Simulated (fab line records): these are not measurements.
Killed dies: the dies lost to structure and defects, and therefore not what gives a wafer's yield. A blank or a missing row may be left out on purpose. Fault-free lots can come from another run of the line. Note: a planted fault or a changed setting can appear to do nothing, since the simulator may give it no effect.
Which tool is to blame?	flow ritCmos	Sampling: 13 lots, 39 wafers, 4 of 202 route steps

## WHAT THE GAUGES SHOWED, per wafer
RIT_NLDD_OVL_MEAS_06. Usual: NLDD_OVL 0.4 nm, standard deviation 1.4.
lot	measured	on	NLDD_OVL (nm)	flag
L780	day 2 21:13	overlay-02	0.7 -0.3 -0.1	
L781	day 3 00:01	overlay-02	-1.2 2.0 0.6	
L782	day 3 05:20	overlay-01	-0.5 0.5 -1.3	
L783	day 3 09:19	overlay-01	-0.9 0.2 1.2	
L786	day 4 03:33	overlay-01	0.8 2.2 0.4	
L787	day 4 06:04	overlay-01	-0.9 2.5 0.6	
L788	day 4 13:46	overlay-02	2.0 0.9 2.0	
L792	day 5 12:13	overlay-01	-2.3 -2.0 -0.1	
L794	day 5 16:40	overlay-02	3.2 2.8 1.9	
L796	day 6 02:47	overlay-02	1.7 2.7 1.5	
L798	day 6 17:48	overlay-02	0.0 1.0 1.0	
L801	day 7 07:44	overlay-01	1.3 0.9 -1.4	
L803	day 8 05:04	overlay-02	0.7 0.5 -0.1	

RIT_PLDD_OVL_MEAS_06. Usual: PLDD_OVL 0.5 nm, standard deviation 1.4.
lot	measured	on	PLDD_OVL (nm)	flag
L780	day 2 22:46	overlay-02	1.9 0.1 -0.1	
L781	day 3 01:34	overlay-01	0.5 2.7 1.0	
L782	day 3 06:45	overlay-02	0.1 0.5 1.2	
L783	day 3 10:55	overlay-01	-1.3 0.7 -0.4	
L786	day 4 04:58	overlay-02	132.4 134.5 132.4 133.2 135.9 132.8	OFF
L787	day 4 07:29	overlay-01	128.4 128.6 127.2 129.3 129.5 127.9	OFF
L788	day 4 15:11	overlay-01	130.2 129.1 129.5 131.5 130.5 130.6	OFF
L792	day 5 13:46	overlay-02	133.1 133.0 131.8 133.7 134.1 132.8	OFF
L794	day 5 18:12	overlay-02	1.4 1.3 2.8	
L796	day 6 04:20	overlay-01	1.4 -0.2 2.4	
L798	day 6 19:21	overlay-02	1.9 0.4 1.9	
L801	day 7 09:17	overlay-02	0.3 0.6 1.7	
L803	day 8 06:37	overlay-01	0.6 2.4 0.5	

## TOOL THAT RAN EACH LOT (tool first, then ch and the chambers of the sampled wafers, then the start)
lot	RIT_NLDD_STRIP_09	RIT_PLDD_EXPOSE_03
L780	plasmaAsher-04 ch 0,1, day 2 21:34	ilineStepper-01 ch 0, day 2 22:22
L781	plasmaAsher-04 ch 0,1, day 3 00:21	ilineStepper-02 ch 0, day 3 01:11
L782	plasmaAsher-02 ch 0,1, day 3 05:40	ilineStepper-02 ch 0, day 3 06:21
L783	plasmaAsher-02 ch 0,1, day 3 09:43	ilineStepper-01 ch 0, day 3 10:32
L786	plasmaAsher-02 ch 0,1, day 4 03:53	ilineStepper-01 ch 0, day 4 04:34
L787	plasmaAsher-02 ch 0,1, day 4 06:24	ilineStepper-01 ch 0, day 4 07:06
L788	plasmaAsher-04 ch 0,1, day 4 14:06	ilineStepper-01 ch 0, day 4 14:49
L792	plasmaAsher-04 ch 0,1, day 5 12:33	ilineStepper-01 ch 0, day 5 13:22
L794	plasmaAsher-02 ch 0,1, day 5 16:59	ilineStepper-02 ch 0, day 5 17:48
L796	plasmaAsher-04 ch 0,1, day 6 03:08	ilineStepper-02 ch 0, day 6 03:56
L798	plasmaAsher-01 ch 0,1, day 6 18:08	ilineStepper-02 ch 0, day 6 18:58
L801	plasmaAsher-04 ch 0,1, day 7 08:04	ilineStepper-02 ch 0, day 7 08:54
L803	plasmaAsher-04 ch 0,1, day 8 05:23	ilineStepper-02 ch 0, day 8 06:12
- RIT_NLDD_STRIP_09: strips in O2, time 180 s.
- RIT_PLDD_EXPOSE_03: exposes mask M8, target cd 40900 nm.

## WHAT THE TOOLS THEMSELVES READ (means of the sampled wafers that have a number; where no wafer has one, the mark that the record gives instead)
RIT_NLDD_STRIP_09. Usual: chamberPressureMTorr 4001 mTorr, standard deviation 3.8; drypumpMotorCurrentA 5.9 A, standard deviation 0.42.
lot	tool	chamberPressureMTorr (mTorr)	drypumpMotorCurrentA (A)	flag
L780	plasmaAsher-04	4002	5.9	
L781	plasmaAsher-04	4001	5.8	
L782	plasmaAsher-02	3999	6.0	
L783	plasmaAsher-02	4000	6.0	
L786	plasmaAsher-02	3999	6.1	
L787	plasmaAsher-02	3997	6.1	
L788	plasmaAsher-04	3998	5.9	
L792	plasmaAsher-04	4003	5.9	
L794	plasmaAsher-02	4002	5.8	
L796	plasmaAsher-04	4002	5.8	
L798	plasmaAsher-01	3999	5.5	
L801	plasmaAsher-04	4001	5.9	
L803	plasmaAsher-04	4002	5.8	

RIT_PLDD_EXPOSE_03. Usual: exposureDoseMJCm2 at 249.95, with a standard deviation of 0.26.
lot	tool	exposureDoseMJCm2	flag
L780	ilineStepper-01	250.02	
L781	ilineStepper-02	250.22	
L782	ilineStepper-02	249.81	
L783	ilineStepper-01	250.12	
L786	ilineStepper-01	249.90	
L787	ilineStepper-01	250.10	
L788	ilineStepper-01	249.65	
L792	ilineStepper-01	250.12	
L794	ilineStepper-02	250.03	
L796	ilineStepper-02	250.01	
L798	ilineStepper-02	249.81	
L801	ilineStepper-02	250.03	
L803	ilineStepper-02	249.64	

## THE ANSWER, worked out from the rows above alone
Rule: lot off if the mean of its wafers having a number is beyond 3 standard deviations from the usual mean. A lot without any number at a reading at which 4 lots or more have one is off too. The other lots that the step has rows for count as sound. Order of review: gauges by route order, followed by the tools' own readings, for which a lot's mean as printed above is used. The first step at which some lot is off is used, and at that step the reading that is off furthest; a lot without a number counts as furthest.
Off: at RIT_PLDD_OVL_MEAS_06 (PLDD_OVL), L786, L787, L788, L792.
A tool fits if, at a process step before that reading, it ran every lot that is off, and no sound lot after the first of them. The gauges at RIT_PLDD_OVL_MEAS_06 are tried like those tools. One fits: ilineStepper-01 at RIT_PLDD_EXPOSE_03. Its last sound lot is L783 (day 3 10:32), its first lot that is off L786 (day 4 04:34): a fault that began between those two fits.

## WHAT THE SIMULATOR HAD INSERTED
Scanner matching overlay: ilineStepper-01, from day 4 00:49 on, at RIT_PLDD_EXPOSE_03. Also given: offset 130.
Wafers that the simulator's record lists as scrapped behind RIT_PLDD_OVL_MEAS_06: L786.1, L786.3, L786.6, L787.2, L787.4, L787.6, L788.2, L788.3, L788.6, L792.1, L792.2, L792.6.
Lots struck among those shown: L786, L787, L788, L792. The rule above found the same.
